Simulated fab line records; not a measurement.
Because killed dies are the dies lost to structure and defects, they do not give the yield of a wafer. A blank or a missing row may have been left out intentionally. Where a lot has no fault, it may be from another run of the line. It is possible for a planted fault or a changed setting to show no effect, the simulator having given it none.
The same fault as seen by 2 desks    flow rit_cmos    what lay behind the numbers comes last; until then each desk has only its own

== THE TOOL OWNER'S DESK: rie_diel-01 ==
The tool's own readings at RIT_CONTACT_ETCH_11 (etches SiO2 in CHF3/CF4/Ar, stops on TiSi2, target depth 480 nm, time 320 s): means of the sampled wafers that have a number, for each lot that ran on this tool. The brackets show how far a lot's mean lies from the usual mean; more than 4 standard deviations puts the lot out of limits, marked OUT.
Columns: A = drypump_motor_current_A at RIT_CONTACT_ETCH_11, usual 5.9 A; B = oes_product_au at RIT_CONTACT_ETCH_11, usual 0.990 a.u.; C = run_length_s at RIT_CONTACT_ETCH_11, usual 348.4 s; D = throttle_valve_pct at RIT_CONTACT_ETCH_11, usual 8.81 %
lot   first seen here  A    B      C                        D
L506  day 3 18:34      6.1  0.983  348.3                    8.66
L509  day 4 05:38      5.8  0.976  348.4                    8.74
L513  day 5 03:59      6.4  1.001  406.2 (+99 or more) OUT  8.93
L515  day 5 13:30      5.9  0.988  367.5 (+39) OUT          8.82
This desk's finding: out of limits on L513, L515; first on L513, day 5 03:59 (run_length_s at RIT_CONTACT_ETCH_11). L506, L509 stayed within limits.

== THE METROLOGY DESK ==
Means of the sampled wafers that have a number, per lot and without regard to the tool the lot ran on: this is what the gauges read. The brackets show how far a lot's mean lies from the usual mean; more than 4 standard deviations puts the lot out of limits, marked OUT.
Columns: A = NLDD_OVL at RIT_NLDD_OVL_MEAS_06, usual 0.5 nm; B = NSD_TW at RIT_NSD_TW_MEAS_10, usual 3140
lot   first seen here  A     B
L505  day 3 03:58      -1.0  3158
L506  day 3 07:16      -0.9  3155
L507  day 3 14:32      -0.8  3133
L509  day 3 18:58      0.4   3164
L508  day 3 19:12      0.4   3148
L513  day 4 17:10      2.8   3135
L515  day 5 03:08      -0.1  3123
L518  day 5 19:31      0.6   3138
L519  day 6 01:59      -2.8  3137
L522  day 6 15:38      0.9   3120
L525  day 7 03:45      3.6   3153
L528  day 7 18:08      -0.0  3156
This desk's verdict: no lot among the 12 shows anything out of limits.

== BROUGHT TOGETHER ==
The tool owner's desk had the chance to raise an alarm at day 5 03:59 on L513, L515.
From the metrology desk's view, nothing was out of limits.
The metrology desk holds a record of L513, L515, inside its limits.
The lots listed all ran RIT_CONTACT_ETCH_11 on rie_diel-01.

== WHAT WAS PUT IN BY THE SIMULATOR ==
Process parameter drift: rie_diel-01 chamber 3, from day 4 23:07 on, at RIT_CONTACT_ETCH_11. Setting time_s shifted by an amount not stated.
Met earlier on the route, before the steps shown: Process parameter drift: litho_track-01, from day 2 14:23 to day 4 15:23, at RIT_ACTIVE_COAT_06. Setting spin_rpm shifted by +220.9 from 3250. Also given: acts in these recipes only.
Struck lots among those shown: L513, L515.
Delay in hours, fault start to first out-of-limits reading, by desk: the tool owner's desk at 5.
